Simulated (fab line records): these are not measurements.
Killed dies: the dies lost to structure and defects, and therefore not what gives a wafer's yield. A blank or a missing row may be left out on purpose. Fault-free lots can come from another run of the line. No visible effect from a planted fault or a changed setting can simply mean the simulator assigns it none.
Code-filled problem report in 8D (eight disciplines) form -- flow ritCmos -- the parts of the form that need people (team, actions taken, sign-off) are left out

== 1. THE PROBLEM ==
beamEnergyKeV at RIT_PRETRO_IMPLANT_08 reads a mean of 46.501 on 6 wafers of 2 lots; wafers without a fault read 45.000 with a standard deviation of 0.013. That is +99 or more standard deviations from the usual mean.
First seen on wafer L456.2, day 3 18:08, on implanter-01. The record holds 18 wafers of 6 lots with a number at this step. The rule behind "out" and "out of limits": a value lying over 4 standard deviations away from the usual mean. All remaining wafers that have a number are taken as sound.

== 2. WHAT IT IS, AND WHAT IT ISN'T ==
question,is,is not
which readings at this step,beamEnergyKeV,-
which lots,"L456, L459","L449, L454, L469, L471"
which wafers of those lots,all that have a number,-
read on which tools,implanter-01,"implanter-03, implanter-04"
when,from day 3 18:08,"up to then (6 sound wafers); but 6 sound wafers of L469, L471 came after"

== 3. SUSPECTS, AND WHAT RULES EACH OUT ==
Counting: any tool at a process step up to the reading is kept as a suspect provided that every lot that is out went through it and no sound lot did after the first of them.
- plasmaAsher-03 at RIT_NRETRO_STRIP_09 (strips in O2, time 180 s): ruled out as a lasting fault. After its first lot that is out, L456 (day 3 16:42), sound lots L469 ran on it.
- implanter-01 at RIT_PRETRO_IMPLANT_08: ruled out as a lasting fault. After its first lot that is out, L456 (day 3 18:08), sound lots L471 ran on it.
Left after counting: nothing in the record.

== 4. THE CAUSE (what the simulator had put in) ==
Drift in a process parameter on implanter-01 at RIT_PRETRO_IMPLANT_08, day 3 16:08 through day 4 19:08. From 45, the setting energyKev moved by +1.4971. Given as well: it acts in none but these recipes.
Counting ruled it out, wrongly.

== 5. THE CHAIN OF EFFECTS, in route order ==
Rows list readings where the struck wafers' mean (over those with a number) sits beyond 3 standard deviations from the usual. Only readings for which the record gives a usual standard deviation are gone through. hours: the time from each lot's start at the first step in this table that gives one to its start at this step, as a median over the lots. sigmas: the change in usual standard deviations.
hours,step,reading,usual,on struck wafers,change,sigmas
0,RIT_PRETRO_IMPLANT_08,beamEnergyKeV,45.000,46.501,+1.501,+99 or more
Its process steps:
- RIT_PRETRO_IMPLANT_08

== 6. WHAT WOULD HAVE CAUGHT IT SOONER ==
First out-of-limits reading in this record: day 3 18:08, which is 2 hours after fault onset at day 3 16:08.
